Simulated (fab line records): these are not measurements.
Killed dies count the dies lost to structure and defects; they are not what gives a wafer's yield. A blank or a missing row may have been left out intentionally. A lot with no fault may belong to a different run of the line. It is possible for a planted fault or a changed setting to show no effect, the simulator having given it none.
Problem report in the 8D (eight disciplines) form, filled by code    flow rit-cmos    the parts of the form that need people (team, actions taken, sign-off) are left out

1. PROBLEM STATEMENT
SPACER_NITRIDE_THK at RIT_SPACER_THK_MEAS_04 reads a mean of 285.9 nm on 6 wafers of 2 lots; wafers without a fault read 250.8 nm with a standard deviation of 2.2. Relative to the usual mean, that is a shift of +16 standard deviations.
First seen on wafer L586.4, day 6 00:28, on film-metro-01. At this step, 42 wafers from 14 lots have a number in the record. By rule, "out" or "out of limits" means more than 4 standard deviations away from the usual mean. The other wafers with a number count as sound.

2. WHAT IT IS; WHAT IT IS NOT
question                     is                            is not
which readings at this step  SPACER_NITRIDE_THK            -
which lots                   L586, L588                    L574, L575, L576, L577, L578, L579, L580, L585, L591, L592, L594, L595
which wafers of those lots   all that have a number        -
read on which gauges         film-metro-01, film-metro-02  film-metro-03
when                         from day 6 00:28              up to then (24 sound wafers); but 12 sound wafers of L591, L592, L594, L595 came after

3. SUSPECTS, AND WHAT RULES EACH OUT
Counting: a tool stays on the suspect list if, at a process step up to the reading, it processed all lots that are out and no sound lot following the first of them.
- the gauge at RIT_SPACER_THK_MEAS_04 is ruled out. Those wafers that are out were read across 2 gauges (film-metro-01, film-metro-02).
- lpcvd-02 at RIT_SPACER_CVD_03 (deposits Si3N4 from SiH2Cl2/NH3, target thk 250 nm, time 3300 s): kept. It processed each lot that is out, first L586 at day 5 22:31, and no sound lot thereafter; up to then, the last sound lot it processed was L579 at day 4 02:09. Its own readings are out on those wafers: sih2cl2-flow-sccm.
The count leaves lpcvd-02 at RIT_SPACER_CVD_03.

4. THE CAUSE (what the simulator had put in)
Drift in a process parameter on lpcvd-02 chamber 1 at RIT_SPACER_CVD_03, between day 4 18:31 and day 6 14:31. A move of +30 in setting sih2cl2-flow-sccm, from 60. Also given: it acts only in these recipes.
Counting left only this tool.

5. THE EFFECT CHAIN, in route order
Rows list readings where the struck wafers' mean (over those with a number) sits beyond 3 standard deviations from the usual. Only readings whose record carries a usual standard deviation are examined. hours: median over the lots of the time between each lot's start at the first step of this table that gives one and its start at this step. sigmas: the change, counted in usual standard deviations.
hours  step                    reading             usual       on struck wafers  change  sigmas
0      RIT_SPACER_CVD_03       sih2cl2-flow-sccm   60.01 sccm  89.92             +29.91  +99 or more
2      RIT_SPACER_THK_MEAS_04  SPACER_NITRIDE_THK  250.8 nm    285.9             +35.1   +16
2      RIT_SPACER_ETCHBACK_05  oes-product-au      0.846 a.u.  0.927             +0.081  +5.1
The process steps in it:
- RIT_SPACER_CVD_03: deposits Si3N4 from SiH2Cl2/NH3, target thk 250 nm, time 3300 s.
- RIT_SPACER_ETCHBACK_05: etches Si3N4 in SF6/CHF3, stops on SiO2, target depth 250 nm, time 240 s.

6. WHAT WOULD HAVE CAUGHT IT SOONER
The first out-of-limits reading at a measuring or inspecting step in this record came at day 6 00:28, 30 hours after the fault's start at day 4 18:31.
At RIT_SPACER_CVD_03, the tool's own readings (sih2cl2-flow-sccm) were out on each struck wafer the step has a row for, so an alarm limit on them would have fired on the first such wafer.
Lots out: 2; of these, L588 started RIT_SPACER_CVD_03 on lpcvd-02 after day 6 00:28. Putting the tool on hold at that point would have spared it.
